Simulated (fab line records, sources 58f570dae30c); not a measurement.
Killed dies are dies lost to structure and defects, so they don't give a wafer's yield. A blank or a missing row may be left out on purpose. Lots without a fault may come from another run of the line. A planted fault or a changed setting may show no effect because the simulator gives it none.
Which tool did it? | flow berkeley_cmos170 | 14 lots, 42 wafers sampled, at 4 steps of a route of 331

WHAT THE GAUGES READ, wafer by wafer
UCB170_FIELD_THK_MEAS_02.
lot  | measured    | on            | FIELD_OXIDE_THK (nm)
L998 | day 5 01:33 | film_metro-04 | 563 563 559
L100 | day 5 21:23 | film_metro-01 | 564 563 559
L101 | day 6 09:16 | film_metro-02 | 558 563 555
L103 | day 6 20:17 | film_metro-04 | 549 548 547
L104 | day 6 20:17 | film_metro-02 | 562 555 551
L106 | day 6 20:17 | film_metro-01 | 553 555 559
L107 | day 7 03:53 | film_metro-04 | 559 561 555
L109 | day 7 16:44 | film_metro-01 | 539 549 546
L110 | day 7 16:43 | film_metro-04 | 555 542 543
L111 | day 8 02:56 | film_metro-04 | 539 549 551
L112 | day 8 02:55 | film_metro-02 | 573 574 569
L113 | day 8 22:14 | film_metro-02 | 555 564 554
L118 | day 9 21:45 | film_metro-04 | 310 314 314
L119 | day 9 21:44 | film_metro-02 | 337 333 334

UCB170_FIELD_THK_MEAS_90.
lot  | measured     | on            | FIELD_OXIDE_LEFT_1_THK (nm)
L998 | day 5 13:30  | film_metro-02 | 446 446 442
L100 | day 6 06:47  | film_metro-01 | 448 447 443
L101 | day 6 19:29  | film_metro-01 | 441 447 438
L103 | day 7 04:52  | film_metro-02 | 431 430 431
L104 | day 7 04:48  | film_metro-02 | 446 439 435
L106 | day 7 04:48  | film_metro-01 | 438 439 445
L107 | day 7 12:04  | film_metro-04 | 441 444 439
L109 | day 8 02:19  | film_metro-01 | 423 433 430
L110 | day 8 02:22  | film_metro-02 | 439 427 427
L111 | day 8 11:59  | film_metro-01 | 421 431 434
L112 | day 8 11:58  | film_metro-02 | 456 457 453
L113 | day 9 09:48  | film_metro-01 | 440 448 438
L118 | day 10 06:58 | film_metro-02 | 194 197 197
L119 | day 10 06:58 | film_metro-04 | 221 216 217

UCB170_FIELD_THK_MEAS_91.
lot  | measured     | on            | FIELD_OXIDE_LEFT_2_THK (nm)
L998 | day 6 14:15  | film_metro-02 | 358 358 354
L100 | day 7 06:13  | film_metro-04 | 361 359 356
L101 | day 7 15:38  | film_metro-04 | 352 357 349
L103 | day 7 23:45  | film_metro-01 | 344 343 343
L104 | day 8 00:22  | film_metro-01 | 359 351 348
L106 | day 7 23:29  | film_metro-04 | 350 351 356
L107 | day 8 13:14  | film_metro-02 | 353 356 351
L109 | day 9 01:11  | film_metro-01 | 335 345 342
L110 | day 9 01:28  | film_metro-02 | 351 338 339
L111 | day 9 12:50  | film_metro-01 | 334 345 347
L112 | day 9 12:25  | film_metro-01 | 369 370 365
L113 | day 10 11:49 | film_metro-04 | 351 359 349
L118 | day 11 01:32 | film_metro-02 | 106 109 110
L119 | day 11 02:21 | film_metro-04 | 133 128 130

WHICH TOOL RAN EACH LOT (tool, then ch and the chambers of the sampled wafers, then the start)
lot  | UCB170_FIELD_OXIDATION_01
L998 | furnace-02 ch 0, day 4 22:32
L100 | furnace-04 ch 0, day 5 18:23
L101 | furnace-02 ch 0, day 6 06:16
L103 | furnace-02 ch 0, day 6 17:17
L104 | furnace-02 ch 0, day 6 17:17
L106 | furnace-02 ch 0, day 6 17:17
L107 | furnace-04 ch 0, day 7 00:53
L109 | furnace-01 ch 0, day 7 13:43
L110 | furnace-01 ch 0, day 7 13:43
L111 | furnace-01 ch 0, day 7 23:55
L112 | furnace-01 ch 0, day 7 23:55
L113 | furnace-01 ch 0, day 8 19:13
L118 | furnace-01 ch 0, day 9 18:44
L119 | furnace-01 ch 0, day 9 18:44
- UCB170_FIELD_OXIDATION_01: target thk 558.3 nm, ox time 7200 s.

WHAT THE TOOLS THEMSELVES READ (means of the sampled wafers that have a number; where no wafer has one, the mark that the record gives instead)
UCB170_FIELD_OXIDATION_01.
lot  | tool       | ox_temp_c (C) | spike_tc_centre_C (C) | zone_power_source_pct (%)
L998 | furnace-02 | 1000.2        | 1003.8                | 29
L100 | furnace-04 | 999.6         | 1004.2                | 31
L101 | furnace-02 | 999.7         | 1003.1                | 29
L103 | furnace-02 | 1000.2        | 1003.7                | 29
L104 | furnace-02 | 1000.0        | 1001.8                | 29
L106 | furnace-02 | 999.5         | 1003.5                | 29
L107 | furnace-04 | 1000.2        | 1004.4                | 31
L109 | furnace-01 | 1000.3        | 1000.0                | 37
L110 | furnace-01 | 1000.4        | 1001.0                | 37
L111 | furnace-01 | 999.6         | 1000.9                | 37
L112 | furnace-01 | 1000.2        | 1000.4                | 38
L113 | furnace-01 | 1000.1        | 1001.0                | 37
L118 | furnace-01 | 999.8         | 1001.2                | 37
L119 | furnace-01 | 1000.0        | 1000.6                | 37

THE ANSWER, worked out from the rows above alone
Rule: what is usual is taken from the lots themselves. Put in order of their means at a reading, lots are off if they are a third of the lots or fewer, leave a main group of 4 or more, and stand apart from it by a gap of 3 or more times the standard deviation of the main group's means; of several such gaps the widest counts. A main group whose means are all the same, to the digits that the tables above print for the reading, isn't used. A lot without any number at a reading at which 4 lots or more have one is off too. The other lots that the step has rows for count as sound. The gauges are gone through in route order, then the tools' own readings, and for those a lot's mean is taken as printed above. The first step at which some lot is off is used, and at that step the reading that is off furthest; a lot without a number counts as furthest.
Off: L118, L119, at UCB170_FIELD_THK_MEAS_02 (FIELD_OXIDE_THK). The main group: mean 556 nm, standard deviation 7.7.
A tool fits if, at a process step before that reading, it ran every lot that is off, and no sound lot after the first of them. The gauges at UCB170_FIELD_THK_MEAS_02 are tried like those tools. One fits: furnace-01 at UCB170_FIELD_OXIDATION_01. Its last sound lot is L113 (day 8 19:13), its first lot that is off L118 (day 9 18:44): a fault that began between those two fits.

WHAT THE SIMULATOR HAD PUT IN
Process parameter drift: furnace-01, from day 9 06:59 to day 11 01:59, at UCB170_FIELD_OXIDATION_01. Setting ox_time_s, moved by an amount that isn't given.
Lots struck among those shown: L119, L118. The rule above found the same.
